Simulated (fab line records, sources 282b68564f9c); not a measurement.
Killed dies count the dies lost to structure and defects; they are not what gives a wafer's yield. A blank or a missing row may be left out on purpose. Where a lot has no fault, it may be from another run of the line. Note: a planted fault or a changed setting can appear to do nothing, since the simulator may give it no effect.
Split-lot study	flow ritCmos	23 wafers read across 5 lots, on a route 202 steps long

ABOUT THE SPLIT
At RIT_PSD_COAT_01 (resist thk 1000 nm), the setting resistThkNm was moved away from the recipe's 1000 nm on 11 of the 23 wafers read, by -5.7% to +3.5%. All remaining wafers had this setting at the recipe value.

FROM THE SPLIT TO THE READING: what the file shows between them, 3 steps
- RIT_PSD_SOFTBAKE_02: time 60 s
- RIT_PSD_EXPOSE_03: exposes mask M10, target cd 40900 nm
- RIT_PSD_DEVELOP_05: develop time 50 s

THE READING
NOVOLAK_of_PSD_COAT_01.thkNm (the simulator's own value, which no gauge read), in nm, at RIT_PSD_HARDBAKE_07 (time 60 s). The file gives no usual value for it. The 12 wafers here that ran the recipe average 884.4 nm, standard deviation 2.6 nm.

wafer	tool, chamber at the split	resistThkNm as run, nm	against the recipe	NOVOLAK_of_PSD_COAT_01.thkNm, nm	against lot-mates on the recipe
L075.2	lithoTrack-03, 0	1000	recipe	885.8	-
L075.3	lithoTrack-03, 0	1035	+3.5%	916.8	+29.8
L075.4	lithoTrack-03, 0	1000	recipe	888.3	-
L075.5	lithoTrack-03, 0	1035	+3.5%	918	+31.0
L075.6	lithoTrack-03, 0	1035	+3.5%	916.2	+29.2
L076.1	lithoTrack-02, 0	943	-5.7%	838.6	-48.7
L076.2	lithoTrack-02, 0	1000	recipe	886.7	-
L076.3	lithoTrack-02, 0	943	-5.7%	836.4	-50.9
L076.4	lithoTrack-02, 0	943	-5.7%	841	-46.3
L076.5	lithoTrack-02, 0	1000	recipe	887.9	-
L080.1	lithoTrack-04, 0	1000	recipe	882.5	-
L080.2	lithoTrack-04, 0	1000	recipe	881.6	-
L080.4	lithoTrack-04, 0	1000	recipe	880.7	-
L084.1	lithoTrack-04, 0	1000	recipe	883.7	-
L084.2	lithoTrack-04, 0	952.7	-4.7%	840.9	-41.6
L084.3	lithoTrack-04, 0	952.7	-4.7%	840.3	-42.2
L084.4	lithoTrack-04, 0	1000	recipe	881.8	-
L084.5	lithoTrack-04, 0	1000	recipe	882.1	-
L085.1	lithoTrack-04, 0	1035	+3.5%	918.2	+32.6
L085.2	lithoTrack-04, 0	1035	+3.5%	920.1	+34.5
L085.4	lithoTrack-04, 0	1000	recipe	884.5	-
L085.5	lithoTrack-04, 0	1000	recipe	886.8	-
L085.6	lithoTrack-04, 0	1035	+3.5%	918.5	+32.9

THE FIT
A straight line over all 23 wafers: NOVOLAK_of_PSD_COAT_01.thkNm changes by +8.84 nm for each +1% of resistThkNm; r = +0.99; the points scatter about the line by 3 nm.
The same after taking each lot's own level away (the mean of its wafers on the recipe; 23 wafers): +8.78 nm for each +1%; r = +1.00; scatter 1.5 nm.
That fit puts the effect of the largest move of resistThkNm on the reading at 50 nm.
The lots' own levels span 881.60 to 887.30 nm, that is 2.2 times the standard deviation above.
The two slopes are in agreement: the lot-to-lot level therefore moves the slope only a little.
Check: -49.9 nm against its lot-mates is what the line predicts for one of the wafers moved furthest among these (-5.7%) when that wafer is left out of the fit. It came out at -48.7 nm against them.

FURTHER SPLITS ON THESE WAFERS
Note: prior to the reading, these wafers also went through further splits. Each is held against what the fit with the lots' levels taken away leaves over:
other split on the same wafers	wafers away from the commonest value	r with NOVOLAK_of_PSD_COAT_01.thkNm (lot level and that fit taken away)
RIT_ACTIVE_COAT_06 spinRpm	11	+0.01
RIT_ACTIVE_HARDBAKE_12 tempC	10	-0.11
RIT_NRETRO_SOFTBAKE_02 tempC	8	-0.20
RIT_NLDD_IMPLANT_08 tiltDeg	4	-0.14
RIT_PLDD_HARDBAKE_07 tempC	7	-0.17

THE WHOLE CHAIN: every reading that the file lists as answering this split, in the file's order
step	what it does	reading	change (the file's fit)	r (the file's)
RIT_PSD_COAT_01	resist thk 1000 nm	NOVOLAK_of_PSD_COAT_01.thkNm (the simulator's own value, which no gauge read)	+10 nm for each +1% of the setting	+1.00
RIT_PSD_HARDBAKE_07	time 60 s	NOVOLAK_of_PSD_COAT_01.thkNm (the simulator's own value, which no gauge read)	+8.78 nm for each +1% of the setting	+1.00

THE FILE'S OWN FIT
NOVOLAK_of_PSD_COAT_01.thkNm changes by +8.78 nm for each +1% of resistThkNm, r = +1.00.
